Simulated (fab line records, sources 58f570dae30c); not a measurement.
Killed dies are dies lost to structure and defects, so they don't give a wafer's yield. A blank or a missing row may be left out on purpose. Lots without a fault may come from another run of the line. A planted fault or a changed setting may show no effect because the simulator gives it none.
fab line records | flow berkeley_cmos170 | part 1 of 2: steps 1 to 25 of 37
record lots=5 wafers=15 last_day=12
route steps=331 shown NWELL@33 PWELL@34 WELLDRIVE@55 ACTIVE@60
lots that met no fault: from a run of the same line without faults
start_h: hours from the record's first day to the start of the lot's first wafer shown | wait_h: hours since the lot's step before | " the same as in the row above | L1.1+2: a row that stands for several wafers | - no value, or no start given | * or withheld: withheld | < > ~ a bound
route shown NAME@n: a module of which the file shows steps, and the number in the route of the first | usual: mean/standard deviation of fault-free wafers | same: alike in all rows | chamber/n: place in a boat | sites: the reading at each site | _std_site: their standard deviation | _edge_site: outer sites' mean less inner sites' | radius_mm: how far each site lies from the wafer's centre | mask NAME#n: copy n | behind: the tool/chamber that last shaped the wafer | hold: why the lot was held/for how many hours/how that ended | device: the transistor (n, p or np) that didn't switch | end of line: the same wafers' tests at the end of the route | a step without rows: its recipe alone | killed: dies lost to structure and defects at the first sort, not the wafer's yield | map: a wafer's dies, x killed, . not, _ none there
set.NAME: the setting as run; set.NAME@STEP: as run at that earlier step | model.NAME: the simulator's own value behind a step, which no gauge read
lots at some steps of the route; a table a step, a row a wafer
services: from which hour (start_h, from the record's first day; less than 0 if before it) a tool's chamber was out of use, for how many hours, and why
## steps
# step UCB170_NWELL_WET_ETCH_19
# recipe chemistry=BOE dilution=5:1 target=SiO2 temp_c=25 time_s=22
# usual bath_heat_duty_pct=6.7/0.82
# columns lot.wafer tool chamber start_h wait_h bath_heat_duty_pct
L082.2 wet_bench-02 0 73.08 0.1 6.5
L082.3 " 0 " " 5.4
L082.4 " 0 " " 5.9
L088.1 wet_bench-04 0 101.71 0.0 5.1
L088.4 " 0 " " 5.3
L088.5 " 0 " " 6.0
L092.1 wet_bench-03 2 132.07 0.0 7.7
L092.3 " 2 " " 8.0
L092.5 " 2 " " 7.8
L094.1 wet_bench-03 1 139.98 0.2 6.5
L094.2 " 1 " " 7.8
L094.3 " 1 " " 7.5
L097.1 wet_bench-02 2 153.28 0.0 6.3
L097.3 " 2 " " 6.4
L097.4 " 2 " " 5.9
# step UCB170_PWELL_CLEAN_00
# recipe chemistry=SPM temp_c=120 time_s=600
# usual bath_heat_duty_pct=14.0/1.5
# columns lot.wafer tool chamber start_h wait_h bath_heat_duty_pct
L082.2 wet_bench-03 2 73.18 0.1 14.9
L082.3 " 2 " " 16.1
L082.4 " 2 " " 15.7
L088.1 wet_bench-04 0 101.72 0.0 11.6
L088.4 " 0 " " 9.5
L088.5 " 0 " " 9.5
L092.1 wet_bench-03 3 132.09 0.0 14.0
L092.3 " 3 " " 13.9
L092.5 " 3 " " 16.0
L094.1 wet_bench-04 2 140.88 0.9 14.1
L094.2 " 2 " " 13.1
L094.3 " 2 " " 14.0
L097.1 wet_bench-03 0 153.29 0.0 15.8
L097.3 " 0 " " 15.6
L097.4 " 0 " " 15.8
# step UCB170_PWELL_CLEAN_01
# recipe chemistry=dHF dilution=25:1 time_s=60
# columns lot.wafer tool chamber start_h wait_h
L082.2+3+4 wet_bench-02 0 73.36 0.0
L088.1+4+5 wet_bench-04 2 101.90 0.0
L092.1+3+5 wet_bench-02 3 132.28 0.0
L094.1+2+3 wet_bench-04 2 141.26 0.2
L097.1+3+4 wet_bench-02 2 153.47 0.0
# step UCB170_PWELL_OXIDATION_02
# recipe temp_c=1000 ambient=O2 target_thk_a=264 ox_time_s=1260
# usual ox_temp_c_max=1004.5/0.94 tube_center_temp_C_max=1002.6/0.47
# columns lot.wafer tool chamber start_h wait_h ox_temp_c_max tube_center_temp_C_max
L082.2 furnace-02 0 74.87 1.5 1003.1 1002.8
L082.3 " 0 " " 1003.6 1002.7
L082.4 " 0 " " 1003.2 1002.4
L088.1 furnace-01 0 104.11 2.2 1005.2 1002.4
L088.4 " 0 " " 1004.9 1002.8
L088.5 " 0 " " 1005.3 1002.7
L092.1 furnace-01 0 134.37 2.0 1004.8 1002.2
L092.3 " 0 " " 1004.2 1002.4
L092.5 " 0 " " 1004.0 1002.8
L094.1 furnace-01 0 143.64 2.3 1004.9 1002.3
L094.2 " 0 " " 1004.1 1002.7
L094.3 " 0 " " 1005.0 1002.3
L097.1 furnace-01 0 153.62 0.1 1004.3 1002.5
L097.3 " 0 " " 1003.8 1002.5
L097.4 " 0 " " 1004.8 1002.3
# step UCB170_PWELL_THK_MEAS_03
# recipe reads=SiO2_of_PWELL_OXIDATION_02
# usual PWELL_OXIDE_THK=26.3/0.44
# columns lot.wafer tool chamber start_h wait_h PWELL_OXIDE_THK[nm]
L082.2 film_metro-04 - 76.23 0.0 26.3
L082.3 " - " " 26.2
L082.4 " - " " 26.6
L088.1 film_metro-01 - 105.46 0.0 26.3
L088.4 " - " " 25.9
L088.5 " - " " 26.3
L092.1 film_metro-04 - 135.72 0.0 27.4
L092.3 " - " " 27.2
L092.5 " - " " 27.0
L094.1 film_metro-03 - 144.99 0.0 25.8
L094.2 " - " " 25.7
L094.3 " - " " 26.1
L097.1 film_metro-03 - 154.97 0.0 26.4
L097.3 " - " " 26.0
L097.4 " - " " 26.2
# step UCB170_PWELL_ANNEAL_04
# recipe temp_c=1000 time_s=900 ambient=N2
# usual tube_center_temp_C_max=1002.6/0.42
# columns lot.wafer tool chamber start_h wait_h tube_center_temp_C_max
L082.2 furnace-04 0 80.12 3.9 1003.1
L082.3 " 0 " " 1002.4
L082.4 " 0 " " 1002.7
L088.1 furnace-02 0 107.87 2.4 1003.5
L088.4 " 0 " " 1001.9
L088.5 " 0 " " 1002.5
L092.1 furnace-04 0 139.97 4.2 1002.6
L092.3 " 0 " " 1002.0
L092.5 " 0 " " 1003.1
L094.1 furnace-01 0 149.36 4.4 1002.5
L094.2 " 0 " " 1002.8
L094.3 " 0 " " 1002.1
L097.1 furnace-01 0 157.82 2.8 1002.9
L097.3 " 0 " " 1002.9
L097.4 " 0 " " 1002.5
# step UCB170_PWELL_CVD_05
# recipe material=Si3N4 target_thk_nm=220 temp_c=800 precursor=SiH2Cl2/NH3 time_s=3300 pressure_mtorr=200 sih2cl2_flow_sccm=25 nh3_flow_sccm=75
# usual susceptor_temp_C=800.1/0.35
# columns lot.wafer tool chamber start_h wait_h susceptor_temp_C
L082.2 lpcvd-01 0 84.35 3.0 800.0
L082.3 " 0 " " 800.5
L082.4 " 0 " " 800.2
L088.1 lpcvd-02 0 109.12 0.0 800.4
L088.4 " 0 " " 799.9
L088.5 " 0 " " 801.0
L092.1 lpcvd-02 0 141.22 0.0 800.4
L092.3 " 0 " " 799.7
L092.5 " 0 " " 800.5
L094.1 lpcvd-01 1 150.61 0.0 799.8
L094.2 " 1 " " 800.0
L094.3 " 1 " " 800.0
L097.1 lpcvd-01 0 159.07 0.0 799.9
L097.3 " 0 " " 800.2
L097.4 " 0 " " 799.7
# step UCB170_PWELL_THK_MEAS_06
# recipe reads=Si3N4_of_PWELL_CVD_05
# usual PWELL_NITRIDE_THK=220.0/2
# columns lot.wafer tool chamber start_h wait_h PWELL_NITRIDE_THK[nm]
L082.2 film_metro-03 - 86.28 0.0 219.3
L082.3 " - " " 218.0
L082.4 " - " " 217.6
L088.1 film_metro-01 - 111.04 0.0 220.6
L088.4 " - " " 218.1
L088.5 " - " " 220.3
L092.1 film_metro-04 - 143.14 0.0 214.5
L092.3 " - " " 214.5
L092.5 " - " " 215.2
L094.1 film_metro-03 - 152.52 0.0 219.3
L094.2 " - " " 218.1
L094.3 " - " " 220.0
L097.1 film_metro-04 - 160.99 0.0 220.5
L097.3 " - " " 219.8
L097.4 " - " " 222.4
# step UCB170_PWELL_HMDS_07
# recipe prime_time_s=60 prime_temp_c=100
# usual prime_temp_c=99.99/0.12
# columns lot.wafer tool chamber start_h wait_h prime_temp_c
L082.2 litho_track-02 0 86.35 0.1 99.92
L082.3 " 0 " " 100.09
L082.4 " 0 " " 100.06
L088.1 litho_track-04 0 111.25 0.2 100.09
L088.4 " 0 " " 100.05
L088.5 " 0 " " 100.01
L092.1 litho_track-04 0 143.28 0.1 99.91
L092.3 " 0 " " 100.11
L092.5 " 0 " " 100.09
L094.1 litho_track-04 0 152.58 0.1 99.77
L094.2 " 0 " " 99.83
L094.3 " 0 " " 100.08
L097.1 litho_track-01 0 161.08 0.1 100.01
L097.3 " 0 " " 99.87
L097.4 " 0 " " 99.87
# step UCB170_PWELL_COAT_08
# recipe resist=KrF spin_rpm=1500 resist_thk_nm=900
# columns lot.wafer tool chamber start_h wait_h
L082.2+3+4 litho_track-02 0 86.50 0.1
L088.1+4+5 litho_track-04 0 111.40 0.1
L092.1+3+5 litho_track-04 0 143.43 0.1
L094.1+2+3 litho_track-04 0 152.73 0.1
L097.1+3+4 litho_track-01 0 161.23 0.1
# step UCB170_PWELL_SOFTBAKE_09
# recipe resist=KrF temp_c=130 time_s=60
# usual plate_temp_C=129.99/0.13
# columns lot.wafer tool chamber start_h wait_h plate_temp_C
L082.2 litho_track-02 0 86.65 0.1 129.86
L082.3 " 0 " " 129.94
L082.4 " 0 " " 130.10
L088.1 litho_track-04 0 111.55 0.1 129.88
L088.4 " 0 " " 129.88
L088.5 " 0 " " 129.92
L092.1 litho_track-04 0 143.58 0.1 129.95
L092.3 " 0 " " 130.15
L092.5 " 0 " " 129.92
L094.1 litho_track-04 0 152.88 0.1 130.11
L094.2 " 0 " " 130.13
L094.3 " 0 " " 130.34
L097.1 litho_track-01 0 161.38 0.1 129.93
L097.3 " 0 " " 130.00
L097.4 " 0 " " 130.02
# step UCB170_PWELL_EXPOSE_10
# recipe mask_id=PWELL target_cd_nm=3000 na=0.5 sigma_outer=0.6 source_shape=conventional dose_mj=19
# usual stage_vel_mm_s=500.03/0.23
# columns lot.wafer tool chamber start_h wait_h mask stage_vel_mm_s
L082.2 krf_scanner-01 0 87.15 0.5 PWELL#0 500.07
L082.3 " 0 " " PWELL#0 500.24
L082.4 " 0 " " PWELL#0 500.01
L088.1 krf_scanner-01 0 111.84 0.3 PWELL#0 500.07
L088.4 " 0 " " PWELL#0 500.08
L088.5 " 0 " " PWELL#0 500.08
L092.1 krf_scanner-02 0 143.86 0.2 PWELL#0 499.75
L092.3 " 0 " " PWELL#0 500.09
L092.5 " 0 " " PWELL#0 499.46
L094.1 krf_scanner-01 0 153.16 0.2 PWELL#0 500.19
L094.2 " 0 " " PWELL#0 499.84
L094.3 " 0 " " PWELL#0 500.00
L097.1 krf_scanner-02 0 161.65 0.2 PWELL#0 499.61
L097.3 " 0 " " PWELL#0 499.81
L097.4 " 0 " " PWELL#0 499.85
# step UCB170_PWELL_PEB_11
# recipe peb_temp_c=130 peb_time_s=withheld resist=KrF
# usual plate_temp_C=130.02/0.13
# columns lot.wafer tool chamber start_h wait_h plate_temp_C
L082.2 litho_track-04 0 87.64 0.5 130.09
L082.3 " 0 " " 130.14
L082.4 " 0 " " 129.94
L088.1 litho_track-04 0 112.15 0.3 129.82
L088.4 " 0 " " 130.28
L088.5 " 0 " " 130.06
L092.1 litho_track-04 0 143.97 0.1 130.01
L092.3 " 0 " " 130.11
L092.5 " 0 " " 129.98
L094.1 litho_track-01 0 153.27 0.1 130.01
L094.2 " 0 " " 129.98
L094.3 " 0 " " 130.17
L097.1 litho_track-02 0 161.77 0.1 129.73
L097.3 " 0 " " 129.68
L097.4 " 0 " " 129.87
# step UCB170_PWELL_DEVELOP_12
# recipe developer=TMAH develop_time_s=45 resist=KrF dev_temp_c=21
# columns lot.wafer tool chamber start_h wait_h
L082.2+3+4 litho_track-04 0 - -
L088.1+4+5 litho_track-04 0 - -
L092.1+3+5 litho_track-04 0 - -
L094.1+2+3 litho_track-01 0 - -
L097.1+3+4 litho_track-02 0 - -
# step UCB170_PWELL_OVL_MEAS_13
# usual PWELL_OVL=3/5
# columns lot.wafer tool chamber start_h wait_h PWELL_OVL[nm]
L082.2 overlay-02 - 87.90 - 14
L082.3 " - " " 2
L082.4 " - " " 2
L088.1 overlay-02 - 112.43 - 7
L088.4 " - " " 2
L088.5 " - " " 7
L092.1 overlay-01 - 144.25 - 9
L092.3 " - " " 7
L092.5 " - " " -1
L094.1 overlay-01 - 153.55 - 2
L094.2 " - " " 6
L094.3 " - " " -5
L097.1 overlay-01 - 162.04 - 6
L097.3 " - " " 10
L097.4 " - " " 4
# step UCB170_PWELL_ETCH_14
# recipe chemistry=CH3F/Ar/O2 target=Si3N4 stop_on=SiO2 CH3F_flow_sccm=20 Ar_flow_sccm=50 O2_flow_sccm=7 pressure_mtorr=50 rf_w=450 target_depth_a=2420 over_etch_frac=0.1 time_s=151
# usual CH3F_flow_sccm=20.00/0.062 drypump_motor_current_A=5.9/0.4 mfc_ar_sccm=50.00/0.15 oes_product_au=0.940/0.012 throttle_valve_pct=8.06/0.097
# same over_etch_frac=0.1
# columns lot.wafer tool chamber start_h wait_h CH3F_flow_sccm drypump_motor_current_A mfc_ar_sccm oes_product_au rf_hours_counter_h throttle_valve_pct
L082.2 rie_diel-04 1 87.93 0.0 20.02 6.0 50.00 0.929 101 8.17
L082.3 " 2 " " 19.99 5.7 49.96 0.944 16 8.16
L082.4 " 2 " " 20.15 5.7 49.86 0.951 - 8.14
L088.1 rie_diel-03 2 112.46 0.0 19.93 6.0 49.71 0.947 159 8.05
L088.4 " 3 " " 20.06 5.7 50.14 0.948 45 7.97
L088.5 " 3 " " 19.96 5.7 50.14 0.959 - 7.98
L092.1 rie_diel-04 2 144.29 0.0 20.09 5.7 50.06 0.934 19 8.15
L092.3 " 0 " " 20.01 5.2 49.75 0.925 12 8.01
L092.5 " 0 " " 19.96 5.2 49.99 0.930 - 8.01
L094.1 rie_diel-02 1 153.58 0.0 20.06 6.2 50.23 0.943 4 8.04
L094.2 " 2 " " 20.06 6.4 50.05 0.947 90 7.84
L094.3 " 3 " " 19.98 6.4 49.92 0.922 47 8.00
L097.1 rie_diel-02 0 162.08 0.0 19.98 5.9 50.08 0.943 101 8.23
L097.3 " 3 " " 19.93 6.4 50.19 0.927 47 8.00
L097.4 " 3 " " 19.99 6.4 50.00 0.930 - 8.01
# step UCB170_PWELL_IMPLANT_15
# recipe species=B dose_cm2=5.044e+12 energy_kev=60 tilt_deg=7
# columns lot.wafer tool chamber start_h wait_h
L082.2+3+4 implanter-03 0 88.06 0.1
L088.1+4+5 implanter-02 0 112.56 0.1
L092.1+3+5 implanter-02 0 144.39 0.1
L094.1+2+3 implanter-03 0 153.69 0.1
L097.1+3+4 implanter-02 0 162.18 0.1
# step UCB170_PWELL_STRIP_16
# recipe chemistry=O2 power_w=400 pressure_mtorr=3500 platen_temp_c=withheld o2_flow_sccm=400 overash_fraction=0.5
# usual drypump_motor_current_A=5.9/0.37 oes_product_au=0.721/0.0051 strip_time_to_endpoint_s=18.10/0.11
# same overash_fraction=0.5
# columns lot.wafer tool chamber start_h wait_h drypump_motor_current_A oes_product_au rf_hours_counter_h strip_time_to_endpoint_s
L082.2 plasma_asher-03 0 88.18 0.1 6.1 0.723 39 18.04
L082.3 " 1 " " 6.0 0.710 - 18.01
L082.4 " 0 " " 6.1 0.727 - 18.03
L088.1 plasma_asher-02 1 112.77 0.2 5.4 0.721 40 17.96
L088.4 " 1 " " 5.4 0.718 - 18.01
L088.5 " 1 " " 5.4 0.727 - 18.06
L092.1 plasma_asher-02 0 144.54 0.1 6.3 0.714 44 17.94
L092.3 " 1 " " 5.4 0.723 - 17.97
L092.5 " 1 " " 5.4 0.714 - 18.04
L094.1 plasma_asher-01 1 153.84 0.1 6.1 0.715 45 17.97
L094.2 " 0 " " 5.1 0.719 45 18.05
L094.3 " 0 " " 5.2 0.729 - 18.07
L097.1 plasma_asher-02 1 162.33 0.1 5.4 0.723 45 18.08
L097.3 " 0 " " 6.3 0.723 - 17.96
L097.4 " 1 " " 5.4 0.726 - 18.01
# step UCB170_PWELL_TW_MEAS_17
# usual PWELL_TW=382/5.3
# columns lot.wafer tool chamber start_h wait_h PWELL_TW
L082.2 film_metro-03 - 88.35 0.1 378
L082.3 " - " " 377
L082.4 " - " " 381
L088.1 film_metro-03 - 112.87 0.1 377
L088.4 " - " " 378
L088.5 " - " " 376
L092.1 film_metro-03 - 144.64 0.1 377
L092.3 " - " " 379
L092.5 " - " " 376
L094.1 film_metro-03 - 153.94 0.1 378
L094.2 " - " " 378
L094.3 " - " " 379
L097.1 film_metro-03 - 162.43 0.1 378
L097.3 " - " " 376
L097.4 " - " " 379
# step UCB170_PWELL_CLEAN_18
# recipe chemistry=SPM temp_c=120 time_s=600
# usual bath_heat_duty_pct=13.5/1.5
# columns lot.wafer tool chamber start_h wait_h bath_heat_duty_pct
L082.2 wet_bench-02 0 88.40 0.0 13.6
L082.3 " 0 " " 13.4
L082.4 " 0 " " 13.5
L088.1 wet_bench-04 2 113.01 0.1 13.9
L088.4 " 2 " " 13.6
L088.5 " 2 " " 14.1
L092.1 wet_bench-02 3 144.70 0.1 13.9
L092.3 " 3 " " 14.2
L092.5 " 3 " " 14.0
L094.1 wet_bench-03 3 154.00 0.1 14.2
L094.2 " 3 " " 13.9
L094.3 " 3 " " 13.2
L097.1 wet_bench-03 1 162.49 0.1 15.1
L097.3 " 1 " " 15.3
L097.4 " 1 " " 15.1
# step UCB170_PWELL_WET_ETCH_19
# recipe chemistry=H3PO4 target=Si3N4 temp_c=160 time_s=14400
# usual bath_heat_duty_pct=26.7/2.7
# columns lot.wafer tool chamber start_h wait_h bath_heat_duty_pct
L082.2 wet_bench-02 2 88.57 0.0 29.5
L082.3 " 2 " " 28.9
L082.4 " 2 " " 29.8
L088.1 wet_bench-04 0 113.18 0.0 22.7
L088.4 " 0 " " 22.6
L088.5 " 0 " " 19.6
L092.1 wet_bench-02 3 144.89 0.0 27.2
L092.3 " 3 " " 28.5
L092.5 " 3 " " 27.6
L094.1 wet_bench-02 2 154.17 0.0 29.2
L094.2 " 2 " " 29.5
L094.3 " 2 " " 27.5
L097.1 wet_bench-04 2 162.66 0.0 26.5
L097.3 " 2 " " 28.7
L097.4 " 2 " " 26.6
# step UCB170_PWELL_WET_ETCH_20
# recipe chemistry=BOE dilution=5:1 target=SiO2 temp_c=25 time_s=22
# usual bath_heat_duty_pct=6.3/0.72
# columns lot.wafer tool chamber start_h wait_h bath_heat_duty_pct
L082.2 wet_bench-02 0 92.76 0.2 5.9
L082.3 " 0 " " 5.9
L082.4 " 0 " " 5.5
L088.1 wet_bench-02 0 117.26 0.1 5.1
L088.4 " 0 " " 6.2
L088.5 " 0 " " 5.9
L092.1 wet_bench-02 2 149.92 0.3 6.4
L092.3 " 2 " " 6.4
L092.5 " 2 " " 6.7
L094.1 wet_bench-02 3 158.92 0.4 6.4
L094.2 " 3 " " 6.6
L094.3 " 3 " " 6.3
L097.1 wet_bench-03 3 167.09 0.1 7.3
L097.3 " 3 " " 7.6
L097.4 " 3 " " 5.7
# step UCB170_WELLDRIVE_CLEAN_00
# recipe chemistry=SPM temp_c=120 time_s=600
# usual bath_heat_duty_pct=13.6/1.5
# columns lot.wafer tool chamber start_h wait_h bath_heat_duty_pct
L082.2 wet_bench-02 0 93.08 0.3 12.2
L082.3 " 0 " " 12.7
L082.4 " 0 " " 12.7
L088.1 wet_bench-02 3 117.31 0.0 13.5
L088.4 " 3 " " 13.8
L088.5 " 3 " " 13.0
L092.1 wet_bench-02 1 149.96 0.0 12.2
L092.3 " 1 " " 12.6
L092.5 " 1 " " 11.1
L094.1 wet_bench-02 2 158.94 0.0 13.9
L094.2 " 2 " " 13.8
L094.3 " 2 " " 13.9
L097.1 wet_bench-03 2 167.10 0.0 16.0
L097.3 " 2 " " 15.9
L097.4 " 2 " " 15.8
# step UCB170_WELLDRIVE_OXIDATION_01
# recipe temp_c=1100 ambient=O2 target_thk_a=1990 ox_time_s=9000
# usual ox_temp_c_max=1104.8/1.2 tube_center_temp_C_max=1102.8/0.45
# columns lot.wafer tool chamber start_h wait_h ox_temp_c_max tube_center_temp_C_max
L082.2 furnace-04 0 94.56 1.3 1105.3 1103.1
L082.3 " 0 " " 1106.4 1102.4
L082.4 " 0 " " 1105.5 1102.9
L088.1 furnace-02 0 119.87 2.4 1104.1 1102.7
L088.4 " 0 " " 1103.2 1102.8
L088.5 " 0 " " 1104.3 1102.6
L092.1 furnace-03 0 154.14 4.0 1107.5 1103.9
L092.3 " 0 " " 1106.6 1102.8
L092.5 " 0 " " 1105.7 1104.4
L094.1 furnace-03 0 161.72 2.6 1104.0 1103.1
L094.2 " 0 " " 1106.0 1102.8
L094.3 " 0 " " 1102.9 1102.7
L097.1 furnace-02 0 170.12 2.8 1105.3 1102.0
L097.3 " 0 " " 1103.9 1103.0
L097.4 " 0 " " 1103.6 1102.4
# step UCB170_WELLDRIVE_THK_MEAS_02
# recipe reads=SiO2_of_WELLDRIVE_OXIDATION_01
# usual WELLDRIVE_OXIDE_THK=199/3.5
# columns lot.wafer tool chamber start_h wait_h WELLDRIVE_OXIDE_THK[nm]
L082.2 film_metro-03 - 98.07 0.0 194
L082.3 " - " " 192
L082.4 " - " " 196
L088.1 film_metro-02 - 123.37 0.0 197
L088.4 " - " " 200
L088.5 " - " " 198
L092.1 film_metro-02 - 157.64 0.0 198
L092.3 " - " " 202
L092.5 " - " " 200
L094.1 film_metro-03 - 165.22 0.0 199
L094.2 " - " " 201
L094.3 " - " " 202
L097.1 film_metro-01 - 173.62 0.0 206
L097.3 " - " " 205
L097.4 " - " " 208
